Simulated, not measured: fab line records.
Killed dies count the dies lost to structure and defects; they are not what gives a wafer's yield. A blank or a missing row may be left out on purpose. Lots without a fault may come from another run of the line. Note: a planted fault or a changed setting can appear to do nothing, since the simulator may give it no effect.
Which tool did it?	flow berkeley_cmos170	45 wafers from 15 lots sampled at 4 of the route's 331 steps

WHAT THE GAUGES READ, wafer by wafer
UCB170_V1_THK_MEAS_01. Usual: V1_TEOS_THK gives 1999 nm (standard deviation 30).
lot	measured	on	V1_TEOS_THK (nm)	flag
L378	day 7 15:53	film_metro-03	1969 1955 2026	
L380	day 8 00:59	film_metro-03	1993 2060 2060	
L383	day 8 00:50	film_metro-01	1980 1994 2017	
L382	day 8 00:50	film_metro-03	1974 1985 2049	
L381	day 8 00:53	film_metro-01	1974 2000 2007	
L384	day 8 13:25	film_metro-04	1988 1964 2000	
L386	day 9 02:26	film_metro-01	2023 2038 2048	
L385	day 9 02:26	film_metro-04	1963 1983 2025	
L394	day 10 16:08	film_metro-04	1942 1952 2014	
L395	day 10 21:04	film_metro-04	2023 1986 2034	
L397	day 10 21:05	film_metro-03	2044 1998 1996	
L396	day 10 21:03	film_metro-01	1960 1964 1994	
L398	day 11 18:04	film_metro-01	2020 1952 2026	
L399	day 12 00:58	film_metro-04	2015 2025 2008	
L401	day 12 00:52	film_metro-01	2013 2038 2037	

WHICH TOOL RAN EACH LOT (tool, then ch and the chambers of the sampled wafers, then the start)
lot	UCB170_PFIELD_DEVELOP_05	UCB170_PVT_STRIP_08	UCB170_PSD_STRIP_09
L378	litho_track-01 ch 0, day 4 16:00	plasma_asher-03 ch 0, day 6 02:04	plasma_asher-02 ch 1, day 6 22:55
L380	litho_track-03 ch 0, day 4 21:00	plasma_asher-02 ch 0,1, day 6 06:35	plasma_asher-03 ch 0,1, day 7 07:39
L383	litho_track-03 ch 0, day 5 00:00	plasma_asher-03 ch 0,1, day 6 06:30	plasma_asher-02 ch 0,1, day 7 07:38
L382	litho_track-04 ch 0, day 5 01:00	plasma_asher-01 ch 0,1, day 6 06:31	plasma_asher-01 ch 0,1, day 7 07:55
L381	litho_track-04 ch 0, day 5 01:00	plasma_asher-03 ch 0,1, day 6 06:46	plasma_asher-02 ch 0,1, day 7 08:07
L384	litho_track-04, day 5 09:00	plasma_asher-01 ch 0,1, day 6 18:46	plasma_asher-02 ch 1, day 7 19:38
L386	litho_track-03, day 6 00:00	plasma_asher-01 ch 0,1, day 7 08:56	plasma_asher-01 ch 0,1, day 8 08:55
L385	litho_track-04, day 6 01:00	plasma_asher-03 ch 0,1, day 7 09:10	plasma_asher-02 ch 0,1, day 8 09:05
L394	litho_track-04 ch 0, day 7 15:00	plasma_asher-02 ch 0,1, day 9 00:11	plasma_asher-02 ch 0,1, day 10 00:07
L395	litho_track-03 ch 0, day 7 21:00	plasma_asher-03 ch 1, day 9 06:41	plasma_asher-03 ch 0,1, day 10 03:26
L397	litho_track-03 ch 0, day 8 03:00	plasma_asher-02 ch 0,1, day 9 12:29	plasma_asher-02 ch 0,1, day 10 08:33
L396	litho_track-04 ch 0, day 8 03:00	plasma_asher-02 ch 0,1, day 9 13:00	plasma_asher-01 ch 0,1, day 10 09:00
L398	litho_track-03 ch 0, day 8 17:00	plasma_asher-03 ch 0,1, day 10 02:58	plasma_asher-01 ch 0,1, day 11 00:50
L399	litho_track-01 ch 0, day 9 00:00	plasma_asher-01 ch 0,1, day 10 07:01	plasma_asher-01 ch 0,1, day 11 06:07
L401	litho_track-01 ch 0, day 9 02:00	plasma_asher-02 ch 0,1, day 10 07:17	plasma_asher-02 ch 0,1, day 11 06:22
- UCB170_PFIELD_DEVELOP_05: develop time 45 s.
- UCB170_PVT_STRIP_08: strips in O2.
- UCB170_PSD_STRIP_09: strips in O2.

AS READ BY THE TOOLS THEMSELVES (means over the sampled wafers that have a number; for cases with no such wafer, the mark the record gives instead)
UCB170_PFIELD_DEVELOP_05. Usual: chill_plate_temp_C 22.98 C, standard deviation 0.094; resist_line_temp_C 22.99 C, standard deviation 0.12.
lot	tool	chill_plate_temp_C (C)	resist_line_temp_C (C)	flag
L378	litho_track-01	22.93	23.01	
L380	litho_track-03	22.99	23.03	
L383	litho_track-03	22.99	23.07	
L382	litho_track-04	22.99	22.94	
L381	litho_track-04	22.98	22.80	
L384	litho_track-04	-	-	OFF
L386	litho_track-03	-	-	OFF
L385	litho_track-04	-	-	OFF
L394	litho_track-04	22.96	23.06	
L395	litho_track-03	22.94	22.81	
L397	litho_track-03	22.86	23.08	
L396	litho_track-04	23.02	22.92	
L398	litho_track-03	22.98	22.88	
L399	litho_track-01	22.90	23.15	
L401	litho_track-01	22.78	23.09	

UCB170_PVT_STRIP_08. Usual: chamber_pressure_mTorr 3500 mTorr, standard deviation 3.1; drypump_motor_current_A 5.4 A, standard deviation 0.33; oes_product_au 0.735 a.u., standard deviation 0.0047; strip_time_to_endpoint_s 21.61 s, standard deviation 0.054.
lot	tool	chamber_pressure_mTorr (mTorr)	drypump_motor_current_A (A)	oes_product_au (a.u.)	strip_time_to_endpoint_s (s)	flag
L378	plasma_asher-03	3495	5.5	0.736	21.53	
L380	plasma_asher-02	3503	5.5	0.737	21.69	
L383	plasma_asher-03	3501	5.2	0.735	21.56	
L382	plasma_asher-01	3503	5.6	0.735	21.58	
L381	plasma_asher-03	3501	5.4	0.735	21.63	
L384	plasma_asher-01	3501	5.3	0.729	21.62	
L386	plasma_asher-01	3499	5.3	0.733	21.53	
L385	plasma_asher-03	3499	5.2	0.734	21.61	
L394	plasma_asher-02	3497	5.5	0.739	21.62	
L395	plasma_asher-03	3498	5.1	0.729	21.63	
L397	plasma_asher-02	3499	5.5	0.736	21.61	
L396	plasma_asher-02	3500	5.7	0.736	21.69	
L398	plasma_asher-03	3500	5.2	0.734	21.66	
L399	plasma_asher-01	3501	5.6	0.729	21.58	
L401	plasma_asher-02	3500	5.7	0.733	21.66	

UCB170_PSD_STRIP_09. Usual: chamber_pressure_mTorr 3499.9 mTorr, standard deviation 2.9; drypump_motor_current_A 5.48 A, standard deviation 0.3; oes_product_au 0.600 a.u., standard deviation 0.0045; strip_time_to_endpoint_s 29.37 s, standard deviation 0.069.
lot	tool	chamber_pressure_mTorr (mTorr)	drypump_motor_current_A (A)	oes_product_au (a.u.)	strip_time_to_endpoint_s (s)	flag
L378	plasma_asher-02	3501.1	5.82	0.597	29.40	
L380	plasma_asher-03	3499.6	5.21	0.595	29.37	
L383	plasma_asher-02	3499.1	5.69	0.599	29.31	
L382	plasma_asher-01	3498.5	5.55	0.601	29.44	
L381	plasma_asher-02	3499.2	5.67	0.600	29.36	
L384	plasma_asher-02	3499.9	5.80	0.601	29.39	
L386	plasma_asher-01	3498.6	5.58	0.601	29.43	
L385	plasma_asher-02	3501.7	5.67	0.598	29.42	
L394	plasma_asher-02	3499.4	5.56	0.599	29.43	
L395	plasma_asher-03	3495.8	5.38	0.596	29.38	
L397	plasma_asher-02	3497.6	5.55	0.601	29.26	
L396	plasma_asher-01	3500.4	5.58	0.601	29.40	
L398	plasma_asher-01	3498.2	5.58	0.604	29.38	
L399	plasma_asher-01	3498.2	5.32	0.603	29.30	
L401	plasma_asher-02	3500.7	5.56	0.600	29.38	

THE ANSWER, worked out from the rows above alone
Rule: a lot is off if the mean of its wafers that have a number lies more than 3 standard deviations from the usual mean. Also off: a lot with no number at a reading for which 4 or more lots have one. All remaining lots with rows at the step are treated as sound. Order of review: gauges by route order, followed by the tools' own readings, for which a lot's mean as printed above is used. At the first step where some lot is off, the reading lying furthest off is the one used; lots without a number count as furthest.
Off at UCB170_PFIELD_DEVELOP_05 (chill_plate_temp_C): L384, L386, L385. Without a number there: L384, L386, L385.
If a tool, at that step or one of the process steps before it, ran each lot that is off and ran no sound lot following the first of them, it fits. None of those tried fits.

WHAT THE SIMULATOR HAD INSERTED
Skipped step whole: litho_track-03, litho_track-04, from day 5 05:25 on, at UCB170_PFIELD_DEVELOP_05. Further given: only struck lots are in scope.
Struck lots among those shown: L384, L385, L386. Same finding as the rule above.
